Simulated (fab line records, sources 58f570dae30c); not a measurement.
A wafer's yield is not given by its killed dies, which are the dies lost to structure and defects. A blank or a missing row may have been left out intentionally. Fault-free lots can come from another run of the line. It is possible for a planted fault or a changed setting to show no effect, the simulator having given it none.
fab line records | flow berkeley-cmos170
record lots=13 | wafers=39 | last-day=11
route steps=331 shown ACTIVE@70
lots that met no fault: from a run of the same line without faults
start-h: hours from the record's opening day to when the first of the lot's shown wafers began | wait-h: hours from the lot's prior step to this one | " as in the row above | L1.1+2: a single row standing in for several wafers | - no value, or no start was given | * or withheld: withheld | < > ~ a bound
route shown NAME@n: NAME is a module with steps in the file, n the number in the route of the first one | usual: mean/standard deviation of fault-free wafers | same: alike in all rows | chamber/n: place in a boat | sites: the reading at each site | _std_site: standard deviation of those values | _edge_site: inner sites' mean taken away from outer sites' mean | radius-mm: for every site, how far away it sits from the centre of the wafer | mask NAME#n: copy n | behind: the most recent tool/chamber to have shaped the wafer | hold: what put the lot on hold/how long, in hours/how the hold closed | device: the n, p or np transistor that did not switch | end of line: the same wafers' tests at the end of the route | a step without rows: its recipe alone | killed: at the first sort, the dies lost to defects and structure; wafer yield is something else | map: the dies of a wafer, with x for killed, . for not killed, _ for no die there
set.NAME: the setting that was run; set.NAME@STEP: the one run at that earlier step | model.NAME: the simulator's own value behind a step, which no gauge read
the route's steps for a sample of lots (tables are steps, rows are wafers)
services: when a tool's chamber went out of use (start-h, in hours from the record's first day, below 0 if earlier), for how many hours, and the reason
## steps
# step UCB170_ACTIVE_EXPOSE_10
# recipe mask-id=ACTIVE | target-cd-nm=1200 | na=0.5 | sigma-outer=0.6 | source-shape=conventional | dose-mj=20
# usual exposure-dose-mJ-cm2=20.004/0.02
# same na=0.5
lot.wafer | tool           | chamber | start-h | wait-h | mask     | exposure-dose-mJ-cm2
L520.1    | krf-scanner-02 | 0       | 73.68   | 0.2    | ACTIVE#0 | 19.973
L520.5    | "              | 0       | "       | "      | ACTIVE#0 | 19.938
L520.6    | "              | 0       | "       | "      | ACTIVE#0 | 19.999
L522.4    | krf-scanner-01 | 0       | 96.14   | 0.1    | ACTIVE#0 | 20.007
L522.5    | "              | 0       | "       | "      | ACTIVE#0 | 19.973
L522.6    | "              | 0       | "       | "      | ACTIVE#0 | 20.002
L525.1    | krf-scanner-01 | 0       | 109.25  | 0.1    | ACTIVE#0 | 19.999
L525.4    | "              | 0       | "       | "      | ACTIVE#0 | 20.030
L525.6    | "              | 0       | "       | "      | ACTIVE#0 | 20.038
L524.2    | krf-scanner-02 | 0       | 109.51  | 0.4    | ACTIVE#0 | 19.993
L524.4    | "              | 0       | "       | "      | ACTIVE#0 | 20.039
L524.5    | "              | 0       | "       | "      | ACTIVE#0 | 20.012
L527.2    | krf-scanner-01 | 0       | 114.31  | 0.2    | ACTIVE#0 | 20.002
L527.5    | "              | 0       | "       | "      | ACTIVE#0 | 19.995
L527.6    | "              | 0       | "       | "      | ACTIVE#0 | 19.983
L526.1    | krf-scanner-02 | 0       | 114.53  | 0.3    | ACTIVE#0 | 20.013
L526.3    | "              | 0       | "       | "      | ACTIVE#0 | 20.002
L526.6    | "              | 0       | "       | "      | ACTIVE#0 | 20.014
L530.1    | krf-scanner-02 | 0       | 123.03  | 0.1    | ACTIVE#0 | 20.000
L530.3    | "              | 0       | "       | "      | ACTIVE#0 | 20.010
L530.4    | "              | 0       | "       | "      | ACTIVE#0 | 20.020
L529.1    | krf-scanner-01 | 0       | 123.28  | 0.4    | ACTIVE#0 | 20.041
L529.4    | "              | 0       | "       | "      | ACTIVE#0 | 20.041
L529.6    | "              | 0       | "       | "      | ACTIVE#0 | 20.009
L531.1    | krf-scanner-01 | 0       | 135.54  | 0.2    | ACTIVE#0 | 19.983
L531.2    | "              | 0       | "       | "      | ACTIVE#0 | 19.989
L531.6    | "              | 0       | "       | "      | ACTIVE#0 | 19.959
L535.1    | krf-scanner-01 | 0       | 152.37  | 0.4    | ACTIVE#0 | 20.003
L535.2    | "              | 0       | "       | "      | ACTIVE#0 | 19.982
L535.6    | "              | 0       | "       | "      | ACTIVE#0 | 19.991
L537.1    | krf-scanner-02 | 0       | 170.32  | 0.1    | ACTIVE#0 | 19.846
L537.3    | "              | 0       | "       | "      | ACTIVE#0 | 19.896
L537.5    | "              | 0       | "       | "      | ACTIVE#0 | 19.881
L538.1    | krf-scanner-01 | 0       | 170.56  | 0.4    | ACTIVE#0 | 20.009
L538.2    | "              | 0       | "       | "      | ACTIVE#0 | 20.016
L538.3    | "              | 0       | "       | "      | ACTIVE#0 | 20.021
L540.3    | krf-scanner-01 | 0       | 170.71  | 0.4    | ACTIVE#0 | 19.981
L540.4    | "              | 0       | "       | "      | ACTIVE#0 | 19.976
L540.5    | "              | 0       | "       | "      | ACTIVE#0 | 19.981
# step UCB170_ACTIVE_CD_MEAS_13
# recipe target-cd-nm=1200
# usual cd-nm=1199.7/1.1
lot.wafer | tool      | chamber | start-h | wait-h | hold                     | cd-nm
L520.1    | cd-sem-01 | -       | 74.22   | -      | -                        | 1201.1
L520.5    | "         | -       | "       | "      | -                        | 1200.5
L520.6    | "         | -       | "       | "      | -                        | 1200.7
L522.4    | cd-sem-02 | -       | 96.53   | -      | -                        | 1198.3
L522.5    | "         | -       | "       | "      | -                        | 1197.8
L522.6    | "         | -       | "       | "      | -                        | 1200.1
L525.1    | cd-sem-01 | -       | 109.64  | -      | -                        | 1200.9
L525.4    | "         | -       | "       | "      | -                        | 1201.1
L525.6    | "         | -       | "       | "      | -                        | 1200.5
L524.2    | cd-sem-02 | -       | 110.10  | -      | -                        | 1200.2
L524.4    | "         | -       | "       | "      | -                        | 1201.1
L524.5    | "         | -       | "       | "      | -                        | 1200.5
L527.2    | cd-sem-01 | -       | 114.70  | -      | -                        | 1198.7
L527.5    | "         | -       | "       | "      | -                        | 1198.4
L527.6    | "         | -       | "       | "      | -                        | 1199.2
L526.1    | cd-sem-02 | -       | 114.93  | -      | -                        | 1198.9
L526.3    | "         | -       | "       | "      | -                        | 1199.3
L526.6    | "         | -       | "       | "      | -                        | 1199.2
L530.1    | cd-sem-01 | -       | 123.43  | -      | -                        | 1200.1
L530.3    | "         | -       | "       | "      | -                        | 1198.3
L530.4    | "         | -       | "       | "      | -                        | 1200.5
L529.1    | cd-sem-01 | -       | 123.67  | -      | -                        | 1199.0
L529.4    | "         | -       | "       | "      | -                        | 1200.1
L529.6    | "         | -       | "       | "      | -                        | 1200.0
L531.1    | cd-sem-01 | -       | 135.93  | -      | -                        | 1200.9
L531.2    | "         | -       | "       | "      | -                        | 1199.6
L531.6    | "         | -       | "       | "      | -                        | 1200.7
L535.1    | cd-sem-02 | -       | 152.77  | -      | -                        | 1198.6
L535.2    | "         | -       | "       | "      | -                        | 1199.1
L535.6    | "         | -       | "       | "      | -                        | 1199.0
L537.1    | cd-sem-02 | -       | 170.79  | -      | await-dispo/0.2h/release | 1195.1
L537.3    | "         | -       | "       | "      | await-dispo/0.2h/release | 1194.4
L537.5    | "         | -       | "       | "      | await-dispo/0.2h/release | 1196.5
L537.1    | cd-sem-02 | -       | 171.19  | 0.4    | -                        | 1194.6
L537.3    | "         | -       | "       | "      | -                        | 1194.6
L537.5    | "         | -       | "       | "      | -                        | 1196.6
L538.1    | cd-sem-01 | -       | 170.95  | -      | -                        | 1199.1
L538.2    | "         | -       | "       | "      | -                        | 1199.5
L538.3    | "         | -       | "       | "      | -                        | 1199.1
L540.3    | cd-sem-02 | -       | 171.11  | -      | -                        | 1199.9
L540.4    | "         | -       | "       | "      | -                        | 1200.2
L540.5    | "         | -       | "       | "      | -                        | 1200.9
## services
tool           | chamber | start-h | hours | kind
krf-scanner-02 | -       | 56.83   | 1.0   | repair
krf-scanner-01 | -       | 66.25   | 1.3   | pm
krf-scanner-01 | -       | 90.30   | 3.6   | pm
krf-scanner-01 | -       | 115.27  | 4.0   | pm
krf-scanner-02 | -       | 132.59  | 0.7   | repair
krf-scanner-01 | -       | 133.33  | 1.0   | pm
krf-scanner-02 | -       | 145.14  | 16.9  | repair
krf-scanner-02 | -       | 156.90  | 0.9   | repair
## key
first-sign step=UCB170_ACTIVE_EXPOSE_10 | reading=exposure-dose-mJ-cm2 | direction=down | sigmas=6.5 | usual=20.004 | struck=19.874
effect step=UCB170_ACTIVE_CD_MEAS_13 | reading=visit | direction=added | through=control-loop
met-at UCB170_ACTIVE_EXPOSE_10
struck-lots L537
tester-left-out L537
loop-trim step=UCB170_ACTIVE_EXPOSE_10 | setting=dose | lots=L537
onset-between 123.03 170.32
fault kind=process-parameter-drift | tool=krf-scanner-02 | chamber=- | onset-h=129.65 | steps=UCB170_ACTIVE_EXPOSE_10 | channel=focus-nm | offset=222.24 | spread-by-wafer=0.3 | shape=step | end-h=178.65
# tester-left-out: of these lots the tester's yield and bins aren't shown, on N5 and GAA mostly nor the transistor test; their killed dies are dies lost to structure and defects alone, not to doping, threshold or leakage, so they don't give the yield
# loop-trim: a control loop set the setting to another value than it would have without faults
